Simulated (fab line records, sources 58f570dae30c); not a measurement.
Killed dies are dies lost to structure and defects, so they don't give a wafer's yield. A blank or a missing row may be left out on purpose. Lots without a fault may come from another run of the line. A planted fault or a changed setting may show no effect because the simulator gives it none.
Which tool did it? | flow berkeley_cmos170 | 14 lots, 42 wafers sampled, at 5 steps of a route of 331

WHAT THE GAUGES READ, wafer by wafer
UCB170_V2_OVL_MEAS_13. Usual: V2_OVL -4 nm, standard deviation 5.5.
lot  | measured     | on         | V2_OVL (nm) | flag
L494 | day 7 11:28  | overlay-02 | 0 -4 -5     |
L495 | day 7 11:44  | overlay-02 | -1 -8 -10   |
L498 | day 8 03:10  | overlay-02 | -6 -3 -4    |
L497 | day 8 03:26  | overlay-02 | -8 2 -2     |
L499 | day 8 17:25  | overlay-02 | -12 -5 -15  |
L500 | day 8 17:44  | overlay-02 | 2 4 0       |
L503 | day 9 18:43  | overlay-01 | -12 -7 -5   |
L504 | day 9 21:10  | overlay-02 | -13 -10 -12 |
L505 | day 10 01:25 | overlay-01 | -1 6 -3     |
L506 | day 10 01:35 | overlay-02 | -4 1 -6     |
L507 | day 10 15:56 | overlay-02 | 1 -2 -4     |
L508 | day 10 16:48 | overlay-02 | -9 -4 -10   |
L511 | day 11 04:29 | overlay-02 | 2 0 -4      |
L517 | day 12 20:49 | overlay-01 | -7 -5 -13   |

UCB170_V2_CD_MEAS_90: target cd 700 nm. Usual: cd_nm 700.1 nm, standard deviation 1.3.
lot  | measured     | on        | cd_nm (nm)        | flag
L494 | day 7 11:47  | cd_sem-02 | 701.4 700.9 701.4 |
L495 | day 7 12:04  | cd_sem-02 | 700.1 699.8 697.3 |
L498 | day 8 03:29  | cd_sem-01 | 702.0 702.2 700.9 |
L497 | day 8 03:46  | cd_sem-02 | 699.3 698.2 698.3 |
L499 | day 8 17:44  | cd_sem-01 | 699.0 698.4 700.0 |
L500 | day 8 18:03  | cd_sem-02 | 699.7 698.4 700.0 |
L503 | day 9 19:01  | cd_sem-01 | 701.9 702.2 702.1 |
L504 | day 9 21:29  | cd_sem-01 | 700.1 700.3 699.9 |
L505 | day 10 01:44 | cd_sem-02 | 702.0 699.9 701.4 |
L506 | day 10 01:53 | cd_sem-02 | 699.0 698.3 699.3 |
L507 | day 10 16:15 | cd_sem-02 | 698.9 699.1 698.2 |
L508 | day 10 17:08 | cd_sem-02 | 700.9 700.4 700.4 |
L511 | day 11 04:48 | cd_sem-02 | 702.3 702.3 701.1 |
L517 | day 12 21:10 | cd_sem-01 | 700.3 698.5 701.3 |

UCB170_M3_RS_MEAS_02: measures by four-point-probe. Usual: M3_AL_RS 0.0322 ohm/sq, standard deviation 0.00039.
lot  | measured     | on            | M3_AL_RS (ohm/sq)    | flag
L494 | day 7 12:04  | film_metro-03 | 0.0328 0.0324 0.0328 |
L495 | day 7 12:20  | film_metro-01 | 0.0316 0.0324 0.0316 |
L498 | day 8 03:45  | film_metro-01 | 0.0321 0.0319 0.0319 |
L497 | day 8 04:02  | film_metro-04 | 0.0324 0.0325 0.0322 |
L499 | day 8 18:00  | film_metro-04 | 0.0318 0.0318 0.0322 |
L500 | day 8 18:19  | film_metro-01 | 0.0322 0.0321 0.0320 |
L503 | day 9 19:17  | film_metro-03 | 0.0327 0.0328 0.0327 |
L504 | day 9 21:45  | film_metro-04 | 0.0323 0.0323 0.0321 |
L505 | day 10 02:00 | film_metro-04 | 0.0327 0.0329 0.0328 |
L506 | day 10 02:10 | film_metro-03 | 0.0526 0.0539 0.0521 | OFF
L507 | day 10 16:31 | film_metro-01 | 0.0519 0.0525 0.0530 | OFF
L508 | day 10 17:26 | film_metro-03 | 0.0320 0.0325 0.0318 |
L511 | day 11 05:04 | film_metro-03 | 0.0324 0.0322 0.0319 |
L517 | day 12 21:26 | film_metro-04 | 0.0319 0.0317 0.0319 |

UCB170_M3_THK_MEAS_03: measures by xrf. Usual: M3_AL_THK 901 nm, standard deviation 12.
lot  | measured     | on            | M3_AL_THK (nm) | flag
L494 | day 7 12:10  | film_metro-03 | 875 888 875    |
L495 | day 7 12:26  | film_metro-01 | 921 898 920    |
L498 | day 8 03:52  | film_metro-01 | 908 917 912    |
L497 | day 8 04:09  | film_metro-04 | 899 893 900    |
L499 | day 8 18:07  | film_metro-04 | 916 912 903    |
L500 | day 8 18:26  | film_metro-01 | 906 910 907    |
L503 | day 9 19:25  | film_metro-03 | 888 880 884    |
L504 | day 9 21:52  | film_metro-04 | 896 905 906    |
L505 | day 10 02:07 | film_metro-04 | 891 890 894    |
L506 | day 10 02:17 | film_metro-03 | 552 541 559    | OFF
L507 | day 10 16:38 | film_metro-01 | 566 558 552    | OFF
L508 | day 10 17:32 | film_metro-03 | 905 891 909    |
L511 | day 11 05:11 | film_metro-03 | 889 896 901    |
L517 | day 12 21:32 | film_metro-04 | 911 913 909    |

WHICH TOOL RAN EACH LOT (tool, then ch and the chambers of the sampled wafers, then the start)
lot  | UCB170_M3_SPUTTER_01
L494 | pvd_sputter-04, day 7 11:57
L495 | pvd_sputter-02, day 7 12:14
L498 | pvd_sputter-02, day 8 03:40
L497 | pvd_sputter-01, day 8 03:56
L499 | pvd_sputter-02, day 8 17:55
L500 | pvd_sputter-01, day 8 18:14
L503 | pvd_sputter-04, day 9 19:13
L504 | pvd_sputter-04, day 9 21:40
L505 | pvd_sputter-04, day 10 01:55
L506 | pvd_sputter-02, day 10 02:05
L507 | pvd_sputter-02, day 10 16:26
L508 | pvd_sputter-01, day 10 17:17
L511 | pvd_sputter-01, day 11 04:58
L517 | pvd_sputter-01, day 12 21:19
- UCB170_M3_SPUTTER_01: material Al, target thk 900 nm, time 120 s.

WHAT THE TOOLS THEMSELVES READ (means of the sampled wafers that have a number; where no wafer has one, the mark that the record gives instead)
UCB170_M3_SPUTTER_01. Usual: cathode_dc_power_W 6000.0 W, standard deviation 0.98; throttle_valve_pct 30.0 %, standard deviation 1.
lot  | tool           | cathode_dc_power_W (W) | throttle_valve_pct (%) | flag
L494 | pvd_sputter-04 | 5999.3                 | 31.1                   |
L495 | pvd_sputter-02 | 6000.2                 | 30.2                   |
L498 | pvd_sputter-02 | 6000.4                 | 30.0                   |
L497 | pvd_sputter-01 | 6000.0                 | 29.7                   |
L499 | pvd_sputter-02 | 6000.1                 | 30.4                   |
L500 | pvd_sputter-01 | 6000.3                 | 29.7                   |
L503 | pvd_sputter-04 | 6000.1                 | 30.2                   |
L504 | pvd_sputter-04 | 6001.3                 | 29.9                   |
L505 | pvd_sputter-04 | 6000.1                 | 29.2                   |
L506 | pvd_sputter-02 | 3663.7                 | 30.6                   | OFF
L507 | pvd_sputter-02 | 3663.7                 | 29.9                   | OFF
L508 | pvd_sputter-01 | 6000.1                 | 29.9                   |
L511 | pvd_sputter-01 | 5999.8                 | 29.8                   |
L517 | pvd_sputter-01 | 5998.5                 | 29.0                   |

THE ANSWER, worked out from the rows above alone
Rule: a lot is off if the mean of its wafers that have a number lies more than 3 standard deviations from the usual mean. A lot without any number at a reading at which 4 lots or more have one is off too. The other lots that the step has rows for count as sound. The gauges are gone through in route order, then the tools' own readings, and for those a lot's mean is taken as printed above. The first step at which some lot is off is used, and at that step the reading that is off furthest; a lot without a number counts as furthest.
Off: L506, L507, at UCB170_M3_RS_MEAS_02 (M3_AL_RS).
A tool fits if, at a process step before that reading, it ran every lot that is off, and no sound lot after the first of them. The gauges at UCB170_M3_RS_MEAS_02 aren't tried: what is off there is off at UCB170_M3_SPUTTER_01 too, on other tools, and a gauge's error can't cause that. One fits: pvd_sputter-02 at UCB170_M3_SPUTTER_01. Its last sound lot is L499 (day 8 17:55), its first lot that is off L506 (day 10 02:05): a fault that began between those two fits.
The tool's own readings at UCB170_M3_SPUTTER_01 bear it out: on the lots that are off they differ by more than 5 times the standard deviation of the sound lots' means. cathode_dc_power_W reads 3663.7 W there against 6000.0 W on the sound lots.

WHAT THE SIMULATOR HAD PUT IN
Process parameter drift: pvd_sputter-02, from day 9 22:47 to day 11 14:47, at UCB170_M3_SPUTTER_01. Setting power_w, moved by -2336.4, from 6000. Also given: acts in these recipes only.
Lots struck among those shown: L506, L507. The rule above found the same.
